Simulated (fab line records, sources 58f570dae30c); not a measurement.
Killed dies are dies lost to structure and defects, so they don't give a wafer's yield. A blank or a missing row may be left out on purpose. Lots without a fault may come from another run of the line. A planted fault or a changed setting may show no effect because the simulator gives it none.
One fault seen from 2 desks | flow berkeley_cmos170 | each desk has only its own numbers; what lay behind them comes last

THE TOOL OWNER'S DESK: rie_diel-03
The tool's own readings at UCB170_NWELL_ETCH_13 (etches Si3N4 in CH3F/Ar/O2, stops on SiO2, target depth 246.4 nm, time 154 s): means of the sampled wafers that have a number, for each lot that ran on this tool. A lot is out of limits, marked OUT, if its mean lies more than 4 standard deviations from the usual mean; the brackets give that distance.
Columns: A = chamber_pressure_mTorr at UCB170_NWELL_ETCH_13, usual 50.00 mTorr; B = drypump_motor_current_A at UCB170_NWELL_ETCH_13, usual 5.9 A; C = oes_product_au at UCB170_NWELL_ETCH_13, usual 0.945 a.u.; D = throttle_valve_pct at UCB170_NWELL_ETCH_13, usual 8.07 %
lot  | first seen here | A     | B   | C     | D
L621 | day 3 14:47     | 49.96 | 6.0 | 0.940 | 8.06
L629 | day 4 22:28     | 49.98 | 5.6 | 0.943 | 8.11
L630 | day 5 06:26     | 50.06 | 5.4 | 0.932 | 8.08
This desk's finding: nothing out of limits on any of the 3 lots.

THE METROLOGY DESK
What the gauges read, lot by lot, whatever tool the lot ran on: means of the sampled wafers that have a number. A lot is out of limits, marked OUT, if its mean lies more than 4 standard deviations from the usual mean; the brackets give that distance. Of its 8 readings 7 are shown: those that lie furthest out on some lot.
Columns: A = NWELL_OXIDE_THK at UCB170_NWELL_THK_MEAS_02, usual 26.5 nm; B = NWELL_NITRIDE_THK at UCB170_NWELL_THK_MEAS_05, usual 223.8 nm; C = NWELL_OVL at UCB170_NWELL_OVL_MEAS_12, usual -1 nm; D = NWELL_TW at UCB170_NWELL_TW_MEAS_16, usual 1238; E = PWELL_OXIDE_THK at UCB170_PWELL_THK_MEAS_03, usual 26.6 nm; F = PWELL_NITRIDE_THK at UCB170_PWELL_THK_MEAS_06, usual 219.5 nm; G = PWELL_TW at UCB170_PWELL_TW_MEAS_17, usual 376
lot  | first seen here | A    | B     | C  | D    | E    | F     | G
L617 | day 2 05:41     | 25.8 | 222.0 | -2 | 1230 | 26.5 | 218.9 | 377
L621 | day 3 01:59     | 26.3 | 224.6 | 2  | 1245 | 27.8 | 220.3 | 374
L623 | day 3 18:59     | 27.3 | 226.1 | -1 | 1231 | 27.0 | 218.1 | 382
L629 | day 4 13:02     | 26.8 | 224.3 | -2 | 1229 | 26.6 | 218.1 | 373
L630 | day 4 20:10     | 26.1 | 222.9 | -9 | 1251 | 26.0 | 216.5 | 375
L635 | day 5 21:09     | 26.9 | 225.7 | -8 | 1245 | 26.1 | 217.6 | 375
This desk's finding: nothing out of limits on any of the 6 lots.

PUT TOGETHER
The tool owner's desk saw nothing out of limits.
The metrology desk saw nothing out of limits.

WHAT THE SIMULATOR HAD PUT IN
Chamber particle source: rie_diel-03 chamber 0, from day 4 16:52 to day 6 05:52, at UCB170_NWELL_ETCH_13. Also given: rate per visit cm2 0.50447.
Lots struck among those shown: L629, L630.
